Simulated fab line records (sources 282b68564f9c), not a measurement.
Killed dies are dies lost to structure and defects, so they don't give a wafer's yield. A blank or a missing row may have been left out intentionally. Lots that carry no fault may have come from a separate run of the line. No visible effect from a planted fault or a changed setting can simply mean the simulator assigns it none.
A lot that was struck, set against a sound lot	flow rit cmos	16 steps out of a route of 202
Sound: these wafers, L184.3, L184.4, L184.5. The struck wafers were L190.1, L190.2, L190.5. The cause comes at the end.
Order at every step that has rows: each side's tool, ch and its chambers, its first start. Under that, the readings that differ: sound wafers	struck wafers	difference of the means	sigmas: that difference in standard deviations of wafers without a fault.
alike: same words and numbers on both sides, and readings whose means sit less than 2 such deviations apart. not compared: any withheld reading, any reading some wafer has no value for, any bound like >300 that may hide the same value, and any number with overlapping values for which the record gives no deviation.
Wherever a step has rows on one side only, a row that says differs or no value, or a row with sigmas, the two part there. When numbers do not overlap yet have no deviation, they are printed without sigmas and do not part them. Lack of a reading on every wafer of one side parts them only where that side has two or more wafers.

first, 2 steps without rows for these wafers: RIT_NRETRO_HARDBAKE_07 (time 120 s); RIT_NRETRO_IMPLANT_08.
RIT_NRETRO_STRIP_09: strips in O2, time 180 s.
  sound on plasma asher-04 ch 0,1, day 4 02:46; struck on plasma asher-02 ch 0,1, day 5 08:17
  alike: drypump motor current A, o2 flow sccm
  not compared: rf hours counter h
RIT_NRETRO_TW_MEAS_10:
  sound: film metro-03 at day 4 02:55; struck: film metro-02 at day 5 08:28
  alike: NRETRO_TW
then, 6 steps without rows for these wafers: RIT_PRETRO_HMDS_00 (prime time 60 s); RIT_PRETRO_COAT_01 (resist thk 1300 nm); RIT_PRETRO_SOFTBAKE_02 (time 60 s); RIT_PRETRO_EXPOSE_03 (exposes mask M5, target cd 43700 nm); RIT_PRETRO_PEB_04; RIT_PRETRO_DEVELOP_05 (develop time 68 s).
RIT_PRETRO_OVL_MEAS_06:
  sound: overlay-01 at day 4 03:50; struck: overlay-01 at day 5 09:32
  alike: PRETRO_OVL
then, 1 step without rows for these wafers: RIT_PRETRO_HARDBAKE_07 (time 120 s).
RIT_PRETRO_IMPLANT_08:
  sound on implanter-01 ch 0, day 4 04:10; struck on implanter-01 ch 0, day 5 09:49
reading	sound	struck	difference	sigmas
dose ions cm2	1.202e+13 1.2026e+13 1.2019e+13	2.2498e+13 2.2493e+13 2.2513e+13	+1.0480e+13	+99 or more
faraday current uA	38.2 36.9 37.9	75.6 72.2 71.3	+35.4	+41
RIT_PRETRO_STRIP_09: strips in O2, time 180 s.
  sound on plasma asher-03 ch 0,1, day 4 04:19; struck on plasma asher-03 ch 0,1, day 5 09:58
  alike: drypump motor current A, o2 flow sccm
  not compared: rf hours counter h
RIT_PRETRO_TW_MEAS_10:
  sound: film metro-01 at day 4 04:28; struck: film metro-01 at day 5 10:22
reading	sound	struck	difference	sigmas
PRETRO_TW	471 468 470	570 569 570	+100	+17
  not compared: hold
RIT_M1_PROBE_99:
  sound: prober-01 at day 5 05:24; struck: prober-01 at day 6 19:25
  alike: killed at front end, killed dies, killed open, killed short

WHERE THEY PART
Earliest at RIT_PRETRO_IMPLANT_08; latest, in this record, at RIT_PRETRO_TW_MEAS_10. Later steps at which nothing parts them and some readings are alike: RIT_M1_PROBE_99.

WHY: the cause the simulator had injected
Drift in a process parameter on implanter-01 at RIT_PRETRO_IMPLANT_08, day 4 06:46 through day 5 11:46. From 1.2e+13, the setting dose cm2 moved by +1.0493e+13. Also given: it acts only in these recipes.
